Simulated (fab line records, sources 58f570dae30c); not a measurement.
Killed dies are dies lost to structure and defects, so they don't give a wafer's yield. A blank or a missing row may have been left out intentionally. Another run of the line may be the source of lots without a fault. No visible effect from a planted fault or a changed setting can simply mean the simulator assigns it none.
Which tool was responsible? :: flow berkeley-cmos170 :: 14 lots, 42 wafers sampled, at 5 steps of a route of 331

WHAT EACH GAUGE READ, for each wafer
UCB170_START_BOW_MEAS_00. Usual: INCOMING_BOW 0 um, standard deviation 6.5.
lot: L181
measured: day 1 15:01
on: film-metro-04
INCOMING_BOW (um): 1 12 -5
flag: 

lot: L182
measured: day 1 20:01
on: film-metro-01
INCOMING_BOW (um): -2 8 7
flag: 

lot: L185
measured: day 2 11:00
on: film-metro-02
INCOMING_BOW (um): 1 -2 0
flag: 

lot: L186
measured: day 2 16:00
on: film-metro-02
INCOMING_BOW (um): -3 2 3
flag: 

lot: L187
measured: day 2 21:02
on: film-metro-01
INCOMING_BOW (um): -4 -3 -10
flag: 

lot: L188
measured: day 3 02:01
on: film-metro-01
INCOMING_BOW (um): 4 10 1
flag: 

lot: L189
measured: day 3 07:01
on: film-metro-02
INCOMING_BOW (um): 1 8 -6
flag: 

lot: L191
measured: day 3 17:00
on: film-metro-02
INCOMING_BOW (um): 6 -4 2
flag: 

lot: L192
measured: day 3 22:04
on: film-metro-01
INCOMING_BOW (um): 0 -14 -3
flag: 

lot: L193
measured: day 4 03:00
on: film-metro-02
INCOMING_BOW (um): 0 3 6
flag: 

lot: L198
measured: day 5 04:00
on: film-metro-02
INCOMING_BOW (um): 0 -3 -4
flag: 

lot: L199
measured: day 5 09:00
on: film-metro-04
INCOMING_BOW (um): -6 10 -3
flag: 

lot: L202
measured: day 6 00:00
on: film-metro-01
INCOMING_BOW (um): -8 2 -2
flag: 

lot: L203
measured: day 6 05:00
on: film-metro-04
INCOMING_BOW (um): -5 4 -13
flag: 

UCB170_PLDD_TW_MEAS_11. Usual: PLDD_TW 1014, standard deviation 10.
lot: L181
measured: day 7 22:40
on: film-metro-01
PLDD_TW: 1002 999 1003
flag: 

lot: L182
measured: day 7 22:11
on: film-metro-01
PLDD_TW: 1000 1002 998
flag: 

lot: L185
measured: day 8 07:37
on: film-metro-04
PLDD_TW: 1013 1019 1014
flag: 

lot: L186
measured: day 8 08:31
on: film-metro-01
PLDD_TW: 1008 1003 998
flag: 

lot: L187
measured: day 9 10:53
on: film-metro-04
PLDD_TW: 1026 1022 1020
flag: 

lot: L188
measured: day 9 10:34
on: film-metro-01
PLDD_TW: 1002 1002 1000
flag: 

lot: L189
measured: day 10 02:28
on: film-metro-04
PLDD_TW: 1022 1021 1022
flag: 

lot: L191
measured: day 10 02:24
on: film-metro-04
PLDD_TW: 1023 1023 1024
flag: 

lot: L192
measured: day 10 02:25
on: film-metro-01
PLDD_TW: 1009 1013 1002
flag: 

lot: L193
measured: day 10 01:35
on: film-metro-04
PLDD_TW: 1019 1016 1024
flag: 

lot: L198
measured: day 11 08:30
on: film-metro-04
PLDD_TW: 1162 1163 1168
flag: OFF

lot: L199
measured: day 11 08:28
on: film-metro-02
PLDD_TW: 1142 1147 1134
flag: OFF

lot: L202
measured: day 11 22:55
on: film-metro-01
PLDD_TW: 1002 1007 1007
flag: 

lot: L203
measured: day 12 08:14
on: film-metro-02
PLDD_TW: 1007 1006 1007
flag: 

UCB170_NSD_TW_MEAS_10. Usual: NSD_TW 4184, standard deviation 35.
lot: L181
measured: day 8 11:59
on: film-metro-01
NSD_TW: 4161 4171 4135
flag: 

lot: L182
measured: day 8 12:27
on: film-metro-04
NSD_TW: 4228 4208 4198
flag: 

lot: L185
measured: day 8 20:48
on: film-metro-01
NSD_TW: 4182 4151 4155
flag: 

lot: L186
measured: day 8 20:05
on: film-metro-02
NSD_TW: 4185 4189 4214
flag: 

lot: L187
measured: day 10 00:12
on: film-metro-01
NSD_TW: 4163 4200 4161
flag: 

lot: L188
measured: day 10 00:08
on: film-metro-01
NSD_TW: 4214 4198 4166
flag: 

lot: L189
measured: day 10 14:24
on: film-metro-02
NSD_TW: 4134 4123 4129
flag: 

lot: L191
measured: day 10 13:41
on: film-metro-02
NSD_TW: 4147 4120 4129
flag: 

lot: L192
measured: day 10 13:52
on: film-metro-04
NSD_TW: 4212 4199 4230
flag: 

lot: L193
measured: day 10 13:19
on: film-metro-01
NSD_TW: 4189 4180 4168
flag: 

lot: L198
measured: day 11 19:52
on: film-metro-04
NSD_TW: 4278 4235 4263
flag: 

lot: L199
measured: day 11 20:03
on: film-metro-01
NSD_TW: 4158 4146 4164
flag: 

lot: L202
measured: day 12 10:20
on: film-metro-01
NSD_TW: 4170 4152 4148
flag: 

lot: L203
measured: day 12 20:30
on: film-metro-02
NSD_TW: 4160 4188 4175
flag: 

UCB170_SDANNEAL_RS_MEAS_04: uses a four-point probe to measure. Usual: PLDD_RS 1031.8 ohm/sq, standard deviation 2.4.
lot: L181
measured: day 8 13:43
on: film-metro-01
PLDD_RS (ohm/sq): 1029.8 1029.3 1031.5
flag: 

lot: L182
measured: day 8 14:11
on: film-metro-01
PLDD_RS (ohm/sq): 1033.6 1035.4 1037.2
flag: 

lot: L185
measured: day 8 22:22
on: film-metro-04
PLDD_RS (ohm/sq): 1035.7 1034.1 1029.6
flag: 

lot: L186
measured: day 8 21:38
on: film-metro-04
PLDD_RS (ohm/sq): 1031.3 1034.0 1034.8
flag: 

lot: L187
measured: day 10 02:12
on: film-metro-04
PLDD_RS (ohm/sq): 1029.2 1028.8 1029.4
flag: 

lot: L188
measured: day 10 01:59
on: film-metro-01
PLDD_RS (ohm/sq): 1036.0 1034.1 1030.2
flag: 

lot: L189
measured: day 10 16:11
on: film-metro-01
PLDD_RS (ohm/sq): 1031.0 1029.6 1032.0
flag: 

lot: L191
measured: day 10 15:42
on: film-metro-02
PLDD_RS (ohm/sq): 1026.9 1029.5 1031.2
flag: 

lot: L192
measured: day 10 15:53
on: film-metro-04
PLDD_RS (ohm/sq): 1031.9 1030.6 1030.7
flag: 

lot: L193
measured: day 10 14:50
on: film-metro-02
PLDD_RS (ohm/sq): 1031.5 1031.7 1030.4
flag: 

lot: L198
measured: day 11 21:55
on: film-metro-04
PLDD_RS (ohm/sq): 758.4 759.1 758.9
flag: OFF

lot: L199
measured: day 11 22:48
on: film-metro-02
PLDD_RS (ohm/sq): 760.4 759.0 758.8
flag: OFF

lot: L202
measured: day 12 12:19
on: film-metro-04
PLDD_RS (ohm/sq): 1027.7 1023.7 1025.3
flag: 

lot: L203
measured: day 12 22:31
on: film-metro-04
PLDD_RS (ohm/sq): 1036.5 1035.5 1031.4
flag: 

EACH LOT AND THE TOOL THAT RAN IT (in order: tool; ch and the chambers of the sampled wafers; start)
lot: L181
UCB170_PLDD_IMPLANT_08: implanter-01 ch 0, day 7 22:17

lot: L182
UCB170_PLDD_IMPLANT_08: implanter-02 ch 0, day 7 21:49

lot: L185
UCB170_PLDD_IMPLANT_08: implanter-03 ch 0, day 8 07:13

lot: L186
UCB170_PLDD_IMPLANT_08: implanter-03 ch 0, day 8 08:07

lot: L187
UCB170_PLDD_IMPLANT_08: implanter-03 ch 0, day 9 10:31

lot: L188
UCB170_PLDD_IMPLANT_08: implanter-02 ch 0, day 9 10:11

lot: L189
UCB170_PLDD_IMPLANT_08: implanter-01 ch 0, day 10 01:56

lot: L191
UCB170_PLDD_IMPLANT_08: implanter-03 ch 0, day 10 01:49

lot: L192
UCB170_PLDD_IMPLANT_08: implanter-02 ch 0, day 10 01:47

lot: L193
UCB170_PLDD_IMPLANT_08: implanter-03 ch 0, day 10 01:06

lot: L198
UCB170_PLDD_IMPLANT_08: implanter-02 ch 0, day 11 07:45

lot: L199
UCB170_PLDD_IMPLANT_08: implanter-01 ch 0, day 11 07:37

lot: L202
UCB170_PLDD_IMPLANT_08: implanter-03 ch 0, day 11 22:26

lot: L203
UCB170_PLDD_IMPLANT_08: implanter-03 ch 0, day 12 07:50
- UCB170_PLDD_IMPLANT_08

AS READ BY THE TOOLS THEMSELVES (means over the sampled wafers that have a number; for cases with no such wafer, the mark the record gives instead)
UCB170_PLDD_IMPLANT_08. Usual: beam-energy-keV reads 10.000 (standard deviation 0.0031).
lot: L181
tool: implanter-01
beam-energy-keV: 9.997
flag: 

lot: L182
tool: implanter-02
beam-energy-keV: 10.001
flag: 

lot: L185
tool: implanter-03
beam-energy-keV: 10.000
flag: 

lot: L186
tool: implanter-03
beam-energy-keV: 9.998
flag: 

lot: L187
tool: implanter-03
beam-energy-keV: 10.002
flag: 

lot: L188
tool: implanter-02
beam-energy-keV: 10.000
flag: 

lot: L189
tool: implanter-01
beam-energy-keV: 10.000
flag: 

lot: L191
tool: implanter-03
beam-energy-keV: 9.999
flag: 

lot: L192
tool: implanter-02
beam-energy-keV: 10.003
flag: 

lot: L193
tool: implanter-03
beam-energy-keV: 9.999
flag: 

lot: L198
tool: implanter-02
beam-energy-keV: 10.000
flag: 

lot: L199
tool: implanter-01
beam-energy-keV: 9.999
flag: 

lot: L202
tool: implanter-03
beam-energy-keV: 10.002
flag: 

lot: L203
tool: implanter-03
beam-energy-keV: 10.000
flag: 

THE ANSWER, worked out from the rows above alone
Rule: a lot counts as off when the mean over its wafers that have a number is more than 3 standard deviations away from the usual mean. A lot without any number at a reading at which 4 lots or more have one is off too. Where the step has rows for the other lots, those lots are counted as sound. After the gauges, taken in route order, come the tools' own readings; for these a lot's mean is taken, as printed above. The first step at which some lot is off is used, and at that step the reading that is off furthest; a lot without a number counts as furthest.
Off: L198, L199, seen at UCB170_PLDD_TW_MEAS_11 (PLDD_TW).
A tool fits if, at a process step before that reading, it ran every lot that is off, and no sound lot after the first of them. Gauges at UCB170_PLDD_TW_MEAS_11: tried the same way as those tools. Not one of the candidates tried fits.

WHAT THE SIMULATOR HAD INSERTED
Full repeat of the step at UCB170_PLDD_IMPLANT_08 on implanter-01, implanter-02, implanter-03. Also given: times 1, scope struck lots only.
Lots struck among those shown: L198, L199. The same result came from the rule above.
